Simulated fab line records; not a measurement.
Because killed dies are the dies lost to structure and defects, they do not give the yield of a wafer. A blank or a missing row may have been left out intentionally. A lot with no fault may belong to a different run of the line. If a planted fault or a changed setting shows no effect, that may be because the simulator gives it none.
fab line records -- flow berkeleyCmos170
record lots=13, wafers=39, lastDay=13
route steps=331 shown M1@238 V1@267 M2@278
lots that met no fault: from a run of the same line without faults
startH: hours from the record's first day to the start of the lot's first wafer shown -- waitH: how many hours have passed since the lot's step before this one -- " repeats the value in the row above -- L1.1+2: one row covering several wafers at once -- - value missing, or start not given -- * or withheld: withheld -- < > ~ a bound
route shown NAME@n: a module of which the file shows steps, and the number in the route of the first -- usual: average and standard deviation across the fault-free wafers -- same: alike in all rows -- chamber/n: place in a boat -- sites: each site's reading -- _std_site: standard deviation of those values -- _edge_site: outer sites' mean less inner sites' -- radiusMm: for every site, how far away it sits from the centre of the wafer -- mask NAME#n: copy n -- behind: tool/chamber where the wafer was last shaped -- hold: why the lot was held/for how many hours/how that ended -- device: names the non-switching transistor (n, p or np) -- end of line: the same wafers' tests at the end of the route -- where a step has no rows: the recipe by itself -- killed: not the wafer's yield, but the dies lost to structure and defects at the first sort -- map: a wafer's dies, x killed, . not, _ none there
set.NAME: the setting that was run; set.NAME@STEP: the one run at that earlier step -- model.NAME: the simulator's own value behind a step, which no gauge read
steps of the route over a sample of lots; a table a step, a row a wafer
services: the hour from which a tool's chamber was out of use, counted from the record's first day as startH (under 0 if before that day), plus the number of hours and why
## steps
# step UCB170_M1_SPUTTER_00
# recipe material=Al, targetThkNm=600, timeS=80, powerW=6000, chamberPressurePa=0.5
# usual throttleValvePct=30.2/0.76
lot.wafer,tool,chamber,startH,waitH,throttleValvePct
L698.1,pvdSputter-01,-,171.46,0.0,29.6
L698.2,pvdSputter-01,-,171.46,0.0,28.3
L698.4,pvdSputter-01,-,171.46,0.0,30.3
L699.3,pvdSputter-03,-,181.03,0.0,31.4
L699.4,pvdSputter-03,-,181.03,0.0,30.2
L699.6,pvdSputter-03,-,181.03,0.0,31.0
L700.1,pvdSputter-03,-,183.78,0.0,30.6
L700.3,pvdSputter-03,-,183.78,0.0,30.3
L700.4,pvdSputter-03,-,183.78,0.0,30.9
L702.3,pvdSputter-04,-,192.65,0.0,31.2
L702.4,pvdSputter-04,-,192.65,0.0,29.1
L702.6,pvdSputter-04,-,192.65,0.0,29.2
L706.1,pvdSputter-01,-,202.76,0.0,28.3
L706.2,pvdSputter-01,-,202.76,0.0,30.3
L706.3,pvdSputter-01,-,202.76,0.0,29.4
L705.4,pvdSputter-04,-,202.89,0.0,29.1
L705.5,pvdSputter-04,-,202.89,0.0,30.9
L705.6,pvdSputter-04,-,202.89,0.0,29.1
L709.2,pvdSputter-04,-,218.08,0.0,31.0
L709.3,pvdSputter-04,-,218.08,0.0,31.3
L709.6,pvdSputter-04,-,218.08,0.0,30.9
L712.2,pvdSputter-01,-,241.43,0.0,30.5
L712.3,pvdSputter-01,-,241.43,0.0,30.6
L712.5,pvdSputter-01,-,241.43,0.0,29.6
L713.3,pvdSputter-01,-,243.00,0.0,30.5
L713.4,pvdSputter-01,-,243.00,0.0,28.0
L713.5,pvdSputter-01,-,243.00,0.0,29.6
L714.1,pvdSputter-03,-,253.25,0.0,30.1
L714.2,pvdSputter-03,-,253.25,0.0,31.0
L714.5,pvdSputter-03,-,253.25,0.0,31.2
L717.4,pvdSputter-04,-,266.11,0.0,31.2
L717.5,pvdSputter-04,-,266.11,0.0,31.1
L717.6,pvdSputter-04,-,266.11,0.0,29.8
L721.1,pvdSputter-04,-,287.95,0.0,28.9
L721.3,pvdSputter-04,-,287.95,0.0,29.9
L721.5,pvdSputter-04,-,287.95,0.0,29.9
L720.3,pvdSputter-04,-,290.30,0.0,29.2
L720.5,pvdSputter-04,-,290.30,0.0,30.8
L720.6,pvdSputter-04,-,290.30,0.0,30.9
# step UCB170_M1_RS_MEAS_01
# recipe thkMeasGauge=four-point-probe, reads=Al_of_M1_SPUTTER_00
# usual M1_AL_RS=0.0484/0.00051
lot.wafer,tool,chamber,startH,waitH,M1_AL_RS[ohm/sq]
L698.1,filmMetro-03,-,171.52,0.0,0.0485
L698.2,filmMetro-03,-,171.52,0.0,0.0482
L698.4,filmMetro-03,-,171.52,0.0,0.0486
L699.3,filmMetro-01,-,181.14,0.1,0.0485
L699.4,filmMetro-01,-,181.14,0.1,0.0485
L699.6,filmMetro-01,-,181.14,0.1,0.0483
L700.1,filmMetro-02,-,183.85,0.0,0.0489
L700.3,filmMetro-02,-,183.85,0.0,0.0494
L700.4,filmMetro-02,-,183.85,0.0,0.0495
L702.3,filmMetro-03,-,192.75,0.1,0.0478
L702.4,filmMetro-03,-,192.75,0.1,0.0473
L702.6,filmMetro-03,-,192.75,0.1,0.0472
L706.1,filmMetro-03,-,202.82,0.0,0.0478
L706.2,filmMetro-03,-,202.82,0.0,0.0484
L706.3,filmMetro-03,-,202.82,0.0,0.0478
L705.4,filmMetro-02,-,203.01,0.1,0.0479
L705.5,filmMetro-02,-,203.01,0.1,0.0482
L705.6,filmMetro-02,-,203.01,0.1,0.0485
L709.2,filmMetro-03,-,218.16,0.1,0.0477
L709.3,filmMetro-03,-,218.16,0.1,0.0481
L709.6,filmMetro-03,-,218.16,0.1,0.0477
L712.2,filmMetro-01,-,241.51,0.1,0.0489
L712.3,filmMetro-01,-,241.51,0.1,0.0489
L712.5,filmMetro-01,-,241.51,0.1,0.0488
L713.3,filmMetro-03,-,243.10,0.1,0.0477
L713.4,filmMetro-03,-,243.10,0.1,0.0478
L713.5,filmMetro-03,-,243.10,0.1,0.0478
L714.1,filmMetro-03,-,253.31,0.0,0.0477
L714.2,filmMetro-03,-,253.31,0.0,0.0501
L714.5,filmMetro-03,-,253.31,0.0,0.0502
L717.4,filmMetro-03,-,266.23,0.1,0.0495
L717.5,filmMetro-03,-,266.23,0.1,0.0498
L717.6,filmMetro-03,-,266.23,0.1,0.0498
L721.1,filmMetro-01,-,288.01,0.0,0.0481
L721.3,filmMetro-01,-,288.01,0.0,0.0484
L721.5,filmMetro-01,-,288.01,0.0,0.0480
L720.3,filmMetro-03,-,290.40,0.1,0.0486
L720.5,filmMetro-03,-,290.40,0.1,0.0487
L720.6,filmMetro-03,-,290.40,0.1,0.0486
# step UCB170_M1_THK_MEAS_02
# recipe thkMeasGauge=xrf, reads=Al_of_M1_SPUTTER_00
# usual M1_AL_THK=593/6.8
lot.wafer,tool,chamber,startH,waitH,M1_AL_THK[nm]
L698.1,filmMetro-03,-,171.64,0.1,596
L698.2,filmMetro-03,-,171.64,0.1,595
L698.4,filmMetro-03,-,171.64,0.1,594
L699.3,filmMetro-01,-,181.24,0.1,587
L699.4,filmMetro-01,-,181.24,0.1,588
L699.6,filmMetro-01,-,181.24,0.1,586
L700.1,filmMetro-02,-,183.97,0.1,584
L700.3,filmMetro-02,-,183.97,0.1,579
L700.4,filmMetro-02,-,183.97,0.1,583
L702.3,filmMetro-03,-,192.85,0.1,601
L702.4,filmMetro-03,-,192.85,0.1,606
L702.6,filmMetro-03,-,192.85,0.1,608
L706.1,filmMetro-03,-,202.94,0.1,598
L706.2,filmMetro-03,-,202.94,0.1,590
L706.3,filmMetro-03,-,202.94,0.1,602
L705.4,filmMetro-02,-,203.10,0.1,596
L705.5,filmMetro-02,-,203.10,0.1,595
L705.6,filmMetro-02,-,203.10,0.1,593
L709.2,filmMetro-03,-,218.27,0.1,605
L709.3,filmMetro-03,-,218.27,0.1,604
L709.6,filmMetro-03,-,218.27,0.1,605
L712.2,filmMetro-01,-,241.62,0.1,581
L712.3,filmMetro-01,-,241.62,0.1,584
L712.5,filmMetro-01,-,241.62,0.1,581
L713.3,filmMetro-03,-,243.20,0.1,601
L713.4,filmMetro-03,-,243.20,0.1,603
L713.5,filmMetro-03,-,243.20,0.1,601
L714.1,filmMetro-03,-,253.43,0.1,604
L714.2,filmMetro-03,-,253.43,0.1,574
L714.5,filmMetro-03,-,253.43,0.1,571
L717.4,filmMetro-03,-,266.32,0.1,586
L717.5,filmMetro-03,-,266.32,0.1,581
L717.6,filmMetro-03,-,266.32,0.1,582
L721.1,filmMetro-01,-,288.13,0.1,595
L721.3,filmMetro-01,-,288.13,0.1,590
L721.5,filmMetro-01,-,288.13,0.1,595
L720.3,filmMetro-03,-,290.50,0.1,594
L720.5,filmMetro-03,-,290.50,0.1,593
L720.6,filmMetro-03,-,290.50,0.1,593
# step UCB170_M1_STRIP_13
# recipe chemistry=O2, powerW=400, pressureMtorr=3500, platenTempC=withheld, o2FlowSccm=400, overashFraction=0.5
# usual drypumpMotorCurrentA=5.9/0.72, oesProductAu=0.720/0.0043
lot.wafer,tool,chamber,startH,waitH,drypumpMotorCurrentA,oesProductAu,rfHoursCounterH
L698.1,plasmaAsher-02,1,172.89,0.1,4.6,0.721,41
L698.2,plasmaAsher-02,0,172.89,0.1,6.0,0.715,41
L698.4,plasmaAsher-02,0,172.89,0.1,6.0,0.721,-
L699.3,plasmaAsher-01,0,183.31,0.1,6.5,0.717,-
L699.4,plasmaAsher-01,1,183.31,0.1,5.3,0.721,-
L699.6,plasmaAsher-01,1,183.31,0.1,5.3,0.718,-
L700.1,plasmaAsher-02,1,185.22,0.1,4.6,0.710,43
L700.3,plasmaAsher-02,0,185.22,0.1,6.0,0.718,-
L700.4,plasmaAsher-02,1,185.22,0.1,4.6,0.717,-
L702.3,plasmaAsher-04,1,194.70,0.1,6.5,0.722,-
L702.4,plasmaAsher-04,0,194.70,0.1,6.4,0.723,-
L702.6,plasmaAsher-04,1,194.70,0.1,6.5,0.722,-
L706.1,plasmaAsher-01,0,204.30,0.1,6.6,0.719,42
L706.2,plasmaAsher-01,1,204.30,0.1,5.3,0.720,42
L706.3,plasmaAsher-01,0,204.30,0.1,6.6,0.722,-
L705.4,plasmaAsher-02,1,204.59,0.1,4.6,0.719,-
L705.5,plasmaAsher-02,0,204.59,0.1,6.0,0.722,-
L705.6,plasmaAsher-02,1,204.59,0.1,4.6,0.721,-
L709.2,plasmaAsher-02,0,219.62,0.1,6.0,0.722,47
L709.3,plasmaAsher-02,0,219.62,0.1,6.0,0.718,-
L709.6,plasmaAsher-02,1,219.62,0.1,4.6,0.716,-
L712.2,plasmaAsher-01,1,243.21,0.1,5.4,0.722,46
L712.3,plasmaAsher-01,1,243.21,0.1,5.3,0.716,-
L712.5,plasmaAsher-01,0,243.21,0.1,6.6,0.721,-
L713.3,plasmaAsher-01,0,244.94,0.1,6.6,0.724,-
L713.4,plasmaAsher-01,1,244.94,0.1,5.3,0.716,-
L713.5,plasmaAsher-01,1,244.94,0.1,5.3,0.729,-
L714.1,plasmaAsher-02,0,254.79,0.1,6.0,0.714,51
L714.2,plasmaAsher-02,1,254.79,0.1,4.6,0.727,51
L714.5,plasmaAsher-02,0,254.79,0.1,6.0,0.725,-
L717.4,plasmaAsher-02,0,268.25,0.1,6.0,0.716,-
L717.5,plasmaAsher-02,0,268.25,0.1,6.0,0.718,-
L717.6,plasmaAsher-02,1,268.25,0.1,4.6,0.723,-
L721.1,plasmaAsher-04,1,289.62,0.2,6.5,0.718,60
L721.3,plasmaAsher-04,0,289.62,0.2,6.3,0.722,-
L721.5,plasmaAsher-04,1,289.62,0.2,6.5,0.716,-
L720.3,plasmaAsher-04,1,292.19,0.2,6.5,0.723,-
L720.5,plasmaAsher-04,0,292.19,0.2,6.4,0.714,-
L720.6,plasmaAsher-04,1,292.19,0.2,6.5,0.722,-
# step UCB170_V1_OVL_MEAS_13
# usual V1_OVL=1/4.6
lot.wafer,tool,chamber,startH,waitH,V1_OVL[nm]
L698.1,overlay-01,-,176.58,0.1,4
L698.2,overlay-01,-,176.58,0.1,3
L698.4,overlay-01,-,176.58,0.1,4
L699.3,overlay-01,-,186.81,0.1,2
L699.4,overlay-01,-,186.81,0.1,-2
L699.6,overlay-01,-,186.81,0.1,2
L700.1,overlay-02,-,192.55,0.1,-3
L700.3,overlay-02,-,192.55,0.1,2
L700.4,overlay-02,-,192.55,0.1,4
L702.3,overlay-02,-,198.95,0.1,-2
L702.4,overlay-02,-,198.95,0.1,-4
L702.6,overlay-02,-,198.95,0.1,-2
L706.1,overlay-01,-,208.87,0.1,5
L706.2,overlay-01,-,208.87,0.1,-3
L706.3,overlay-01,-,208.87,0.1,0
L705.4,overlay-02,-,210.03,0.1,8
L705.5,overlay-02,-,210.03,0.1,-2
L705.6,overlay-02,-,210.03,0.1,1
L709.2,overlay-02,-,223.06,0.1,8
L709.3,overlay-02,-,223.06,0.1,6
L709.6,overlay-02,-,223.06,0.1,5
L712.2,overlay-02,-,247.69,0.1,-2
L712.3,overlay-02,-,247.69,0.1,-4
L712.5,overlay-02,-,247.69,0.1,-5
L713.3,overlay-02,-,249.16,0.1,6
L713.4,overlay-02,-,249.16,0.1,-1
L713.5,overlay-02,-,249.16,0.1,8
L714.1,overlay-02,-,258.41,0.1,-6
L714.2,overlay-02,-,258.41,0.1,-3
L714.5,overlay-02,-,258.41,0.1,-5
L717.4,overlay-01,-,272.78,0.1,4
L717.5,overlay-01,-,272.78,0.1,7
L717.6,overlay-01,-,272.78,0.1,2
L721.1,overlay-02,-,293.03,0.1,4
L721.3,overlay-02,-,293.03,0.1,7
L721.5,overlay-02,-,293.03,0.1,-3
L720.3,overlay-02,-,297.06,0.1,6
L720.5,overlay-02,-,297.06,0.1,9
L720.6,overlay-02,-,297.06,0.1,13
# step UCB170_M2_STRIP_07
# recipe chemistry=O2, powerW=400, pressureMtorr=3500, platenTempC=withheld, o2FlowSccm=400, overashFraction=0.5
# usual drypumpMotorCurrentA=6.1/0.43, oesProductAu=0.734/0.0046, stripTimeToEndpointS=21.97/0.065
lot.wafer,tool,chamber,startH,waitH,drypumpMotorCurrentA,oesProductAu,rfHoursCounterH,stripTimeToEndpointS
L698.1,plasmaAsher-03,0,177.87,0.1,6.1,0.733,7,22.05
L698.2,plasmaAsher-03,1,177.87,0.1,5.8,0.732,7,22.03
L698.4,plasmaAsher-03,1,177.87,0.1,5.9,0.725,-,22.06
L699.3,plasmaAsher-04,0,188.04,0.1,6.3,0.730,-,21.95
L699.4,plasmaAsher-04,1,188.04,0.1,6.5,0.727,-,21.89
L699.6,plasmaAsher-04,1,188.04,0.1,6.5,0.735,-,21.90
L700.1,plasmaAsher-01,0,194.36,0.1,6.5,0.732,41,22.00
L700.3,plasmaAsher-01,0,194.36,0.1,6.5,0.736,-,21.88
L700.4,plasmaAsher-01,1,194.36,0.1,5.3,0.734,-,22.02
L702.3,plasmaAsher-04,1,200.18,0.1,6.5,0.726,-,21.77
L702.4,plasmaAsher-04,0,200.18,0.1,6.3,0.733,-,21.85
L702.6,plasmaAsher-04,1,200.18,0.1,6.5,0.729,-,21.88
L706.1,plasmaAsher-04,0,210.41,0.1,6.3,0.738,51,21.99
L706.2,plasmaAsher-04,1,210.41,0.1,6.5,0.732,51,21.99
L706.3,plasmaAsher-04,0,210.41,0.1,6.4,0.729,-,22.06
L705.4,plasmaAsher-03,1,211.27,0.1,5.9,0.735,-,21.96
L705.5,plasmaAsher-03,1,211.27,0.1,5.9,0.735,-,21.89
L705.6,plasmaAsher-03,0,211.27,0.1,6.1,0.737,-,21.96
L709.2,plasmaAsher-01,0,224.29,0.1,6.5,0.741,44,21.90
L709.3,plasmaAsher-01,1,224.29,0.1,5.3,0.735,-,21.89
L709.6,plasmaAsher-01,1,224.29,0.1,5.3,0.733,-,21.86
L712.2,plasmaAsher-03,1,248.90,0.1,5.9,0.730,14,21.95
L712.3,plasmaAsher-03,1,248.90,0.1,5.8,0.722,-,22.00
L712.5,plasmaAsher-03,1,248.90,0.1,5.9,0.741,-,21.90
L713.3,plasmaAsher-01,0,250.41,0.1,6.6,0.732,-,21.91
L713.4,plasmaAsher-01,1,250.41,0.1,5.3,0.729,-,21.93
L713.5,plasmaAsher-01,0,250.41,0.1,6.5,0.729,-,21.91
L714.1,plasmaAsher-01,0,259.82,0.1,6.5,0.734,48,21.94
L714.2,plasmaAsher-01,1,259.82,0.1,5.3,0.735,48,21.96
L714.5,plasmaAsher-01,0,259.82,0.1,6.6,0.731,-,21.98
L717.4,plasmaAsher-01,0,274.01,0.1,6.6,0.731,-,22.00
L717.5,plasmaAsher-01,0,274.01,0.1,6.5,0.730,-,22.00
L717.6,plasmaAsher-01,1,274.01,0.1,5.3,0.727,-,21.97
L721.1,plasmaAsher-03,1,294.25,0.1,5.9,0.734,18,22.02
L721.3,plasmaAsher-03,0,294.25,0.1,6.1,0.730,-,21.97
L721.5,plasmaAsher-03,1,294.25,0.1,5.9,0.740,-,22.01
L720.3,plasmaAsher-04,1,298.34,0.1,6.5,0.735,-,21.95
L720.5,plasmaAsher-04,0,298.34,0.1,6.3,0.733,-,21.91
L720.6,plasmaAsher-04,1,298.34,0.1,6.5,0.737,-,21.98
## services
tool,chamber,startH,hours,kind
pvdSputter-03,-,159.14,1.9,repair
pvdSputter-04,-,173.81,1.9,repair
pvdSputter-01,-,175.51,13.6,repair
pvdSputter-03,-,203.23,5.4,repair
pvdSputter-04,-,241.95,3.2,repair
plasmaAsher-03,-,261.87,0.4,repair
plasmaAsher-03,-,280.05,2.8,pm
pvdSputter-01,-,295.14,5.0,repair
## key
firstSign step=UCB170_M1_RS_MEAS_01, reading=M1_AL_RS, direction=up, sigmas=3.6, usual=0.0484, struck=0.0502
effect step=UCB170_M1_THK_MEAS_02, reading=M1_AL_THK, direction=down, sigmas=3.1, usual=593, struck=572
metAt UCB170_M1_SPUTTER_00
struckLots L714
struckWafers L714.2,L714.5
notActingAt UCB170_M1_STRIP_13,UCB170_V1_OVL_MEAS_13,UCB170_M2_STRIP_07
onsetBetween 183.78 253.25
fault kind=processParameterDrift, tool=pvdSputter-03, chamber=-, onsetH=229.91, steps=UCB170_M1_SPUTTER_00, channel=targetThkNm, offset=-26.828, shape=step, endH=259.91, actsIn=theseRecipesOnly, stated=600, scope=struckWafersOnly
